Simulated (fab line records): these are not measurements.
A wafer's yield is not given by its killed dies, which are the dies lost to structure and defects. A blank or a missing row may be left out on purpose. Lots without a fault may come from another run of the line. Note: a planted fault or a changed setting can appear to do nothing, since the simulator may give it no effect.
fab line records -- flow rit-cmos
[record] lots = 13, wafers = 39, last-day = 7
route steps=202 shown NRETRO@62 NSD@134 PSD@148 M1@202
lots that met no fault: taken from a fault-free run of the same line
start-h: hours from the record's first day to the start of the lot's first wafer shown -- wait-h: hours elapsed since this lot's preceding step -- " same as the row above -- L1.1+2: one row covering several wafers at once -- - no value present, or no start provided -- * or withheld: withheld -- < > ~ a bound
route shown NAME@n: a module of which the file shows steps, and the number in the route of the first -- usual: average and standard deviation across the fault-free wafers -- same: alike in all rows -- chamber/n: place in a boat -- sites: readings site by site -- _std_site: standard deviation across them -- _edge_site: mean of outer sites minus mean of inner sites -- radius-mm: for every site, how far away it sits from the centre of the wafer -- mask NAME#n: copy n -- behind: the tool/chamber that last shaped the wafer -- hold: what put the lot on hold/how long, in hours/how the hold closed -- device: names the non-switching transistor (n, p or np) -- end of line: the tests these same wafers got at the end of their route -- a step with no rows: only its recipe -- killed: count of dies lost to structure and defects at first sort (not the wafer's yield) -- map: a wafer's dies, marking killed ones x, the rest . and places with no die _
set.NAME: setting as actually run; set.NAME@STEP: the setting as run at that earlier step -- model.NAME: the simulator's own value behind a step, which no gauge read
a sample of lots followed through the steps of the route, with each step as a table and each wafer as a row
services: when a tool's chamber went out of use (start-h, in hours from the record's first day, below 0 if earlier), for how many hours, and the reason
[[steps]]
[step RIT_NRETRO_STRIP_09]
[recipe] chemistry = O2, time-s = 180, resist = NOVOLAK, platen-temp-c = withheld, power-w = 500, pressure-mtorr = 4000, o2-flow-sccm = 4000
[usual] drypump-motor-current-A = 5.8/0.39
lot.wafer,tool,chamber,start-h,wait-h,drypump-motor-current-A,rf-hours-counter-h
L566.4,plasma-asher-02,1,30.90,0.1,6.0,-
L566.5,plasma-asher-02,0,30.90,0.1,6.2,-
L566.6,plasma-asher-02,1,30.90,0.1,6.0,-
L567.2,plasma-asher-02,0,34.56,0.1,6.2,40
L567.3,plasma-asher-02,1,34.56,0.1,6.0,-
L567.4,plasma-asher-02,0,34.56,0.1,6.1,-
L568.2,plasma-asher-03,0,39.11,0.1,6.4,38
L568.3,plasma-asher-03,1,39.11,0.1,5.7,-
L568.4,plasma-asher-03,0,39.11,0.1,6.4,-
L569.4,plasma-asher-03,1,45.87,0.1,5.7,-
L569.5,plasma-asher-03,0,45.87,0.1,6.5,-
L569.6,plasma-asher-03,1,45.87,0.1,5.7,-
L575.2,plasma-asher-04,1,74.47,0.1,5.9,27
L575.5,plasma-asher-04,1,74.47,0.1,5.9,-
L575.6,plasma-asher-04,0,74.47,0.1,5.2,-
L578.2,plasma-asher-02,1,90.35,0.1,6.0,45
L578.3,plasma-asher-02,0,90.35,0.1,6.2,-
L578.6,plasma-asher-02,0,90.35,0.1,6.2,-
L581.1,plasma-asher-02,0,105.09,0.1,6.2,47
L581.3,plasma-asher-02,1,105.09,0.1,6.0,-
L581.4,plasma-asher-02,0,105.09,0.1,6.2,-
L582.2,plasma-asher-04,1,110.15,0.1,5.9,31
L582.5,plasma-asher-04,1,110.15,0.1,5.9,-
L582.6,plasma-asher-04,0,110.15,0.1,5.2,-
L583.2,plasma-asher-02,1,115.16,0.1,6.0,48
L583.3,plasma-asher-02,1,115.16,0.1,6.0,-
L583.5,plasma-asher-02,1,115.16,0.1,6.0,-
L585.3,plasma-asher-02,0,128.28,0.1,6.2,-
L585.4,plasma-asher-02,1,128.28,0.1,6.0,-
L585.5,plasma-asher-02,0,128.28,0.1,6.2,-
L586.1,plasma-asher-04,0,131.20,0.1,5.2,33
L586.2,plasma-asher-04,1,131.20,0.1,5.9,33
L586.3,plasma-asher-04,0,131.20,0.1,5.2,-
L587.2,plasma-asher-04,0,135.65,0.1,5.2,34
L587.4,plasma-asher-04,1,135.65,0.1,5.9,-
L587.5,plasma-asher-04,0,135.65,0.1,5.2,-
L589.3,plasma-asher-02,0,145.29,0.1,6.2,-
L589.4,plasma-asher-02,1,145.29,0.1,6.0,-
L589.6,plasma-asher-02,1,145.29,0.1,6.0,-
[step RIT_NSD_EXPOSE_03]
[recipe] mask-id = M9, na = 0.57, target-cd-nm = 40700, dose-mj = 250
lot.wafer,tool,chamber,start-h,wait-h,mask
L566.4+5+6,iline-stepper-02,0,48.67,0.2,M9#0
L567.2+3+4,iline-stepper-02,0,51.77,0.1,M9#0
L568.2+3+4,iline-stepper-02,0,57.46,0.1,M9#0
L569.4+5+6,iline-stepper-02,0,63.44,0.1,M9_R1#0
L575.2+5+6,iline-stepper-02,0,91.66,0.1,M9#0
L578.2+3+6,iline-stepper-02,0,108.05,0.1,M9#0
L581.1+3+4,iline-stepper-02,0,123.74,0.2,M9#0
L582.2+5+6,iline-stepper-02,0,128.97,0.1,M9#0
L583.2+3+5,iline-stepper-02,0,132.57,0.1,M9#0
L585.3+4+5,iline-stepper-01,0,145.68,0.2,M9#0
L586.1+2+3,iline-stepper-01,0,147.95,0.1,M9#0
L587.2+4+5,iline-stepper-01,0,151.97,0.1,M9#0
L589.3+4+6,iline-stepper-01,0,161.19,0.1,M9#0
[step RIT_NSD_STRIP_09]
[recipe] chemistry = O2, time-s = 180, resist = NOVOLAK, platen-temp-c = withheld, power-w = 500, pressure-mtorr = 4000, o2-flow-sccm = 4000
[usual] drypump-motor-current-A = 5.7/0.49
lot.wafer,tool,chamber,start-h,wait-h,drypump-motor-current-A,rf-hours-counter-h
L566.4,plasma-asher-03,0,49.54,0.1,6.4,-
L566.5,plasma-asher-03,0,49.54,0.1,6.4,-
L566.6,plasma-asher-03,1,49.54,0.1,5.7,-
L567.2,plasma-asher-03,1,52.48,0.1,5.7,39
L567.3,plasma-asher-03,1,52.48,0.1,5.7,-
L567.4,plasma-asher-03,0,52.48,0.1,6.4,-
L568.2,plasma-asher-02,0,58.18,0.1,6.2,42
L568.3,plasma-asher-02,1,58.18,0.1,6.0,-
L568.4,plasma-asher-02,0,58.18,0.1,6.2,-
L569.4,plasma-asher-01,1,64.17,0.1,5.5,-
L569.5,plasma-asher-01,0,64.17,0.1,5.0,-
L569.6,plasma-asher-01,1,64.17,0.1,5.5,-
L575.2,plasma-asher-02,0,92.37,0.1,6.2,45
L575.5,plasma-asher-02,0,92.37,0.1,6.1,-
L575.6,plasma-asher-02,1,92.37,0.1,6.0,-
L578.2,plasma-asher-03,1,108.76,0.1,5.7,45
L578.3,plasma-asher-03,1,108.76,0.1,5.7,-
L578.6,plasma-asher-03,0,108.76,0.1,6.4,-
L581.1,plasma-asher-03,0,124.48,0.1,6.4,47
L581.3,plasma-asher-03,0,124.48,0.1,6.4,-
L581.4,plasma-asher-03,1,124.48,0.1,5.7,-
L582.2,plasma-asher-01,0,129.68,0.1,5.0,2
L582.5,plasma-asher-01,1,129.68,0.1,5.5,-
L582.6,plasma-asher-01,0,129.68,0.1,5.0,-
L583.2,plasma-asher-01,1,133.29,0.1,5.5,2
L583.3,plasma-asher-01,1,133.29,0.1,5.5,-
L583.5,plasma-asher-01,0,133.29,0.1,5.0,-
L585.3,plasma-asher-01,1,146.43,0.1,5.5,-
L585.4,plasma-asher-01,0,146.43,0.1,5.0,-
L585.5,plasma-asher-01,0,146.43,0.1,5.0,-
L586.1,plasma-asher-02,0,148.69,0.1,6.2,52
L586.2,plasma-asher-02,1,148.69,0.1,6.0,52
L586.3,plasma-asher-02,0,148.69,0.1,6.2,-
L587.2,plasma-asher-01,0,152.69,0.1,5.0,5
L587.4,plasma-asher-01,1,152.69,0.1,5.5,-
L587.5,plasma-asher-01,1,152.69,0.1,5.5,-
L589.3,plasma-asher-01,0,161.94,0.1,5.0,-
L589.4,plasma-asher-01,1,161.94,0.1,5.5,-
L589.6,plasma-asher-01,1,161.94,0.1,5.5,-
[step RIT_PSD_OVL_MEAS_06]
[usual] PSD_OVL = -0.5/1.4
lot.wafer,tool,chamber,start-h,wait-h,PSD_OVL[nm]
L566.4,overlay-01,-,50.58,-,-1.4
L566.5,overlay-01,-,50.58,-,0.3
L566.6,overlay-01,-,50.58,-,-0.6
L567.2,overlay-02,-,53.70,-,-0.2
L567.3,overlay-02,-,53.70,-,-0.1
L567.4,overlay-02,-,53.70,-,-0.5
L568.2,overlay-01,-,59.33,-,-1.2
L568.3,overlay-01,-,59.33,-,-0.6
L568.4,overlay-01,-,59.33,-,-0.6
L569.4,overlay-01,-,65.34,-,1.2
L569.5,overlay-01,-,65.34,-,1.7
L569.6,overlay-01,-,65.34,-,1.8
L575.2,overlay-02,-,93.47,-,-1.4
L575.5,overlay-02,-,93.47,-,1.1
L575.6,overlay-02,-,93.47,-,1.5
L578.2,overlay-01,-,109.85,-,-1.5
L578.3,overlay-01,-,109.85,-,-1.1
L578.6,overlay-01,-,109.85,-,0.1
L581.1,overlay-02,-,125.56,-,1.9
L581.3,overlay-02,-,125.56,-,2.7
L581.4,overlay-02,-,125.56,-,-0.5
L582.2,overlay-01,-,130.90,-,1.3
L582.5,overlay-01,-,130.90,-,0.0
L582.6,overlay-01,-,130.90,-,0.5
L583.2,overlay-02,-,134.50,-,1.3
L583.3,overlay-02,-,134.50,-,2.0
L583.5,overlay-02,-,134.50,-,-0.1
L585.3,overlay-02,-,147.48,-,-1.4
L585.4,overlay-02,-,147.48,-,-1.3
L585.5,overlay-02,-,147.48,-,-2.6
L586.1,overlay-02,-,149.77,-,-2.0
L586.2,overlay-02,-,149.77,-,-1.1
L586.3,overlay-02,-,149.77,-,-3.4
L587.2,overlay-01,-,153.90,-,-0.3
L587.4,overlay-01,-,153.90,-,-0.3
L587.5,overlay-01,-,153.90,-,-2.8
L589.3,overlay-01,-,163.11,-,-0.4
L589.4,overlay-01,-,163.11,-,0.1
L589.6,overlay-01,-,163.11,-,-1.5
[step RIT_M1_PROBE_99]
[usual] killed_at_M0_to_M3 = 0.0/0.14, killed-at-contacts = 0.1/0.23, killed-at-front-end = 7.3/2.9, killed-dies = 7.3/3, killed-open = 3.6/1.8, killed-short = 3.7/2.1
[same] gross-dies = 264, killed_at_M4_up = 0, killed-at-back-side = 0, killed-at-other = 0
lot.wafer,tool,chamber,start-h,wait-h,killed_at_M0_to_M3,killed-at-contacts,killed-at-front-end,killed-dies,killed-open,killed-short
L566.4,prober-02,-,59.71,0.2,0,0,5,5,4,1
L566.5,prober-02,-,59.76,0.2,0,0,12,12,5,7
L566.6,prober-02,-,59.81,0.2,0,1,9,10,6,4
L567.2,prober-01,-,62.32,0.1,0,0,6,6,3,3
L567.3,prober-01,-,62.37,0.2,0,0,9,9,3,6
L567.4,prober-01,-,62.42,0.2,0,0,5,5,3,2
L568.2,prober-02,-,67.73,0.1,0,0,5,5,2,3
L568.3,prober-02,-,67.78,0.2,0,1,10,11,3,8
L568.4,prober-02,-,67.83,0.2,0,0,8,8,5,3
L569.4,prober-01,-,73.86,0.2,0,0,9,9,5,4
L569.5,prober-01,-,73.91,0.2,0,1,6,7,5,2
L569.6,prober-01,-,73.96,0.2,0,0,3,3,1,2
L575.2,prober-01,-,102.17,0.1,0,0,5,5,4,1
L575.5,prober-01,-,102.32,0.2,0,0,9,9,3,6
L575.6,prober-01,-,102.37,0.2,0,0,5,5,2,3
L578.2,prober-02,-,118.96,0.1,0,0,7,7,4,3
L578.3,prober-02,-,119.01,0.2,0,0,3,3,1,2
L578.6,prober-02,-,119.16,0.2,0,0,12,12,5,7
L581.1,prober-01,-,134.08,0.1,0,0,7,7,3,4
L581.3,prober-01,-,134.18,0.2,0,0,9,9,5,4
L581.4,prober-01,-,134.23,0.2,0,0,5,5,2,3
L582.2,prober-02,-,139.43,0.1,0,0,7,7,2,5
L582.5,prober-02,-,139.58,0.2,0,0,5,5,1,4
L582.6,prober-02,-,139.63,0.2,0,0,7,7,3,4
L583.2,prober-01,-,143.48,0.1,0,1,7,8,3,5
L583.3,prober-01,-,143.53,0.2,0,0,4,4,1,3
L583.5,prober-01,-,143.63,0.2,0,0,5,5,1,4
L585.3,prober-01,-,155.80,0.2,0,0,8,8,2,6
L585.4,prober-01,-,155.85,0.2,1,0,7,8,4,4
L585.5,prober-01,-,155.90,0.2,0,0,7,7,4,3
L586.1,prober-02,-,158.18,0.1,0,0,8,8,4,4
L586.2,prober-02,-,158.23,0.1,0,0,6,6,3,3
L586.3,prober-02,-,158.28,0.2,0,0,8,8,4,4
L587.2,prober-01,-,162.40,0.1,0,0,4,4,2,2
L587.4,prober-01,-,162.50,0.2,0,0,9,9,3,6
L587.5,prober-01,-,162.55,0.2,0,0,7,7,7,0
L589.3,prober-01,-,171.88,0.2,0,0,13,13,6,5
L589.4,prober-01,-,171.93,0.2,0,0,8,8,7,1
L589.6,prober-01,-,172.03,0.2,0,0,5,5,2,3
// killed by level:class
L566.4 GATE:geometric-particle:open=3 GATE:geometric-particle:short=1 SPACER:geometric-particle:open=1
L566.5 GATE:geometric-particle:short=4 FOX1:geometric-particle:short=2 GATE:geometric-particle:open=2 FOX1:geometric-particle:open=1 REOX:geometric-particle:short=1 SPACER:geometric-particle:open=1 SILICIDE:geometric-particle:open=1
L566.6 GATE:geometric-particle:open=4 GATE:geometric-particle:short=3 FOX2:geometric-particle:short=1 REOX:geometric-particle:open=1 CONTACT:geometric-particle:open=1
L567.2 FOX1:geometric-particle:short=2 GATE:geometric-particle:open=1 REOX:geometric-particle:open=1 SPACER:geometric-particle:short=1 SILICIDE:geometric-particle:open=1
L567.3 SPACER:geometric-particle:short=3 GATE:geometric-particle:short=2 FOX1:geometric-particle:open=1 FOX2:geometric-particle:open=1 GATE:geometric-particle:open=1 SILICIDE:geometric-particle:short=1
L567.4 GATE:geometric-particle:short=1 GATE:geometric-particle:open=1 REOX:geometric-particle:open=1 REOX:geometric-particle:short=1 SILICIDE:geometric-particle:open=1
L568.2 GATE:geometric-particle:short=2 FOX1:geometric-particle:short=1 FOX2:geometric-particle:open=1 GATE:geometric-particle:open=1
L568.3 GATE:geometric-particle:short=5 FOX1:geometric-particle:open=1 FOX2:geometric-particle:open=1 FOX2:geometric-particle:short=1 GATE:geometric-particle:open=1 SILICIDE:geometric-particle:short=1 CONTACT:geometric-particle:short=1
L568.4 GATE:geometric-particle:open=4 GATE:geometric-particle:short=3 SPACER:geometric-particle:open=1
L569.4 FOX1:geometric-particle:open=3 REOX:geometric-particle:short=2 GATE:geometric-particle:short=1 REOX:geometric-particle:open=1 SILICIDE:geometric-particle:short=1 SILICIDE:geometric-particle:open=1
L569.5 FOX1:geometric-particle:open=1 FOX2:geometric-particle:open=1 GATE:geometric-particle:open=1 GATE:geometric-particle:short=1 SPACER:geometric-particle:open=1 SPACER:geometric-particle:short=1 CONTACT:geometric-particle:open=1
L569.6 GATE:geometric-particle:open=1 GATE:geometric-particle:short=1 SPACER:geometric-particle:short=1
L575.2 GATE:geometric-particle:open=3 GATE:geometric-particle:short=1 REOX:geometric-particle:open=1
L575.5 GATE:geometric-particle:short=2 SPACER:geometric-particle:short=2 FOX1:geometric-particle:short=1 FOX2:geometric-particle:open=1 GATE:geometric-particle:open=1 SILICIDE:geometric-particle:open=1 SILICIDE:geometric-particle:short=1
L575.6 GATE:geometric-particle:short=2 FOX1:geometric-particle:short=1 FOX1:geometric-particle:open=1 REOX:geometric-particle:open=1
L578.2 FOX2:geometric-particle:open=2 GATE:geometric-particle:short=2 FOX1:geometric-particle:open=1 GATE:geometric-particle:open=1 REOX:geometric-particle:short=1
L578.3 FOX1:geometric-particle:short=1 GATE:geometric-particle:open=1 SPACER:geometric-particle:short=1
L578.6 GATE:geometric-particle:short=3 REOX:geometric-particle:short=3 GATE:geometric-particle:open=2 SPACER:geometric-particle:open=2 FOX2:geometric-particle:short=1 REOX:geometric-particle:open=1
L581.1 FOX1:geometric-particle:open=2 GATE:geometric-particle:short=2 FOX1:geometric-particle:short=1 FOX2:geometric-particle:short=1 REOX:geometric-particle:open=1
L581.3 GATE:geometric-particle:short=4 GATE:geometric-particle:open=2 REOX:geometric-particle:open=1 SPACER:geometric-particle:open=1 SILICIDE:geometric-particle:open=1
L581.4 GATE:geometric-particle:open=2 FOX1:geometric-particle:short=1 GATE:geometric-particle:short=1 REOX:geometric-particle:short=1
L582.2 GATE:geometric-particle:short=3 SILICIDE:geometric-particle:short=2 FOX1:geometric-particle:open=1 GATE:geometric-particle:open=1
L582.5 SILICIDE:geometric-particle:short=2 FOX1:geometric-particle:short=1 FOX2:geometric-particle:short=1 GATE:geometric-particle:open=1
L582.6 FOX1:geometric-particle:open=1 FOX1:geometric-particle:short=1 GATE:geometric-particle:short=1 GATE:geometric-particle:open=1 REOX:geometric-particle:open=1 SPACER:geometric-particle:short=1 SILICIDE:geometric-particle:short=1
L583.2 REOX:geometric-particle:short=2 FOX1:geometric-particle:open=1 GATE:geometric-particle:short=1 REOX:geometric-particle:open=1 SPACER:geometric-particle:short=1 SPACER:geometric-particle:open=1 CONTACT:geometric-particle:short=1
L583.3 FOX1:geometric-particle:short=2 FOX1:geometric-particle:open=1 REOX:geometric-particle:short=1
L583.5 GATE:geometric-particle:short=3 GATE:geometric-particle:open=1 REOX:geometric-particle:short=1
L585.3 SPACER:geometric-particle:short=4 FOX1:geometric-particle:short=1 FOX1:geometric-particle:open=1 GATE:geometric-particle:short=1 GATE:geometric-particle:open=1
L585.4 GATE:geometric-particle:open=2 SPACER:geometric-particle:short=2 FOX1:geometric-particle:open=1 FOX2:geometric-particle:short=1 REOX:geometric-particle:open=1 M1:geometric-particle:short=1
L585.5 GATE:geometric-particle:short=2 GATE:geometric-particle:open=2 FOX1:geometric-particle:short=1 REOX:geometric-particle:open=1 SPACER:geometric-particle:open=1
L586.1 GATE:geometric-particle:open=3 FOX2:geometric-particle:short=2 GATE:geometric-particle:short=2 SILICIDE:geometric-particle:open=1
L586.2 GATE:geometric-particle:open=2 SPACER:geometric-particle:short=2 FOX2:geometric-particle:open=1 REOX:geometric-particle:short=1
L586.3 GATE:geometric-particle:open=2 GATE:geometric-particle:short=1 FOX1:geometric-particle:open=1 FOX1:geometric-particle:short=1 SILICIDE:geometric-particle:short=1 SPACER:geometric-particle:short=1 SILICIDE:geometric-particle:open=1
L587.2 GATE:geometric-particle:short=1 GATE:geometric-particle:open=1 REOX:geometric-particle:short=1 SPACER:geometric-particle:open=1
L587.4 GATE:geometric-particle:short=2 SILICIDE:geometric-particle:short=2 SILICIDE:geometric-particle:open=2 FOX1:geometric-particle:short=1 FOX2:geometric-particle:short=1 REOX:geometric-particle:open=1
L587.5 FOX1:geometric-particle:open=2 REOX:geometric-particle:open=2 SILICIDE:geometric-particle:open=2 FOX2:geometric-particle:open=1
L589.3 GATE:geometric-particle:open=4 GATE:geometric-particle:short=4 NLDD:coat-microbubble-printed=2 FOX2:geometric-particle:open=1 REOX:geometric-particle:short=1 REOX:geometric-particle:open=1
L589.4 GATE:geometric-particle:open=4 FOX1:geometric-particle:short=1 FOX2:geometric-particle:open=1 REOX:geometric-particle:open=1 SPACER:geometric-particle:open=1
L589.6 GATE:geometric-particle:short=2 GATE:geometric-particle:open=2 REOX:geometric-particle:short=1
[[services]]
tool,chamber,start-h,hours,kind
plasma-asher-04,-,29.74,2.5,repair
iline-stepper-02,0,34.41,-,calibration
iline-stepper-02,-,70.30,1.7,pm
iline-stepper-01,0,77.58,-,calibration
plasma-asher-01,-,108.75,9.0,pm
plasma-asher-01,0,108.75,9.0,vent-cycle
plasma-asher-01,1,108.75,9.0,vent-cycle
iline-stepper-02,-,109.03,2.4,repair
plasma-asher-01,0,117.75,-,clean
plasma-asher-01,1,117.75,-,clean
iline-stepper-02,-,127.35,-,consumable-replace:lamp
plasma-asher-03,-,127.60,15.7,repair
iline-stepper-01,-,148.07,1.7,pm
[[key]]
[first-sign] step = RIT_NSD_EXPOSE_03, reading = mask, direction = changed
effect none on later readings
met-at RIT_NSD_EXPOSE_03
struck-lots L569
tester-left-out L569
not-acting-at RIT_NRETRO_STRIP_09,RIT_NSD_STRIP_09,RIT_PSD_OVL_MEAS_06
onset-between 57.46 63.44
[fault] kind = wrong-mask, tool = any, chamber = -, onset-h = 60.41, steps = RIT_NSD_EXPOSE_03, aux-copy = M9_R1#0, cd-offset-nm = -350, scope = struck-lots-only
// tester-left-out: of these lots the tester's yield and bins aren't shown, on N5 and GAA mostly nor the transistor test; their killed dies are dies lost to structure and defects alone, not to doping, threshold or leakage, so they don't give the yield
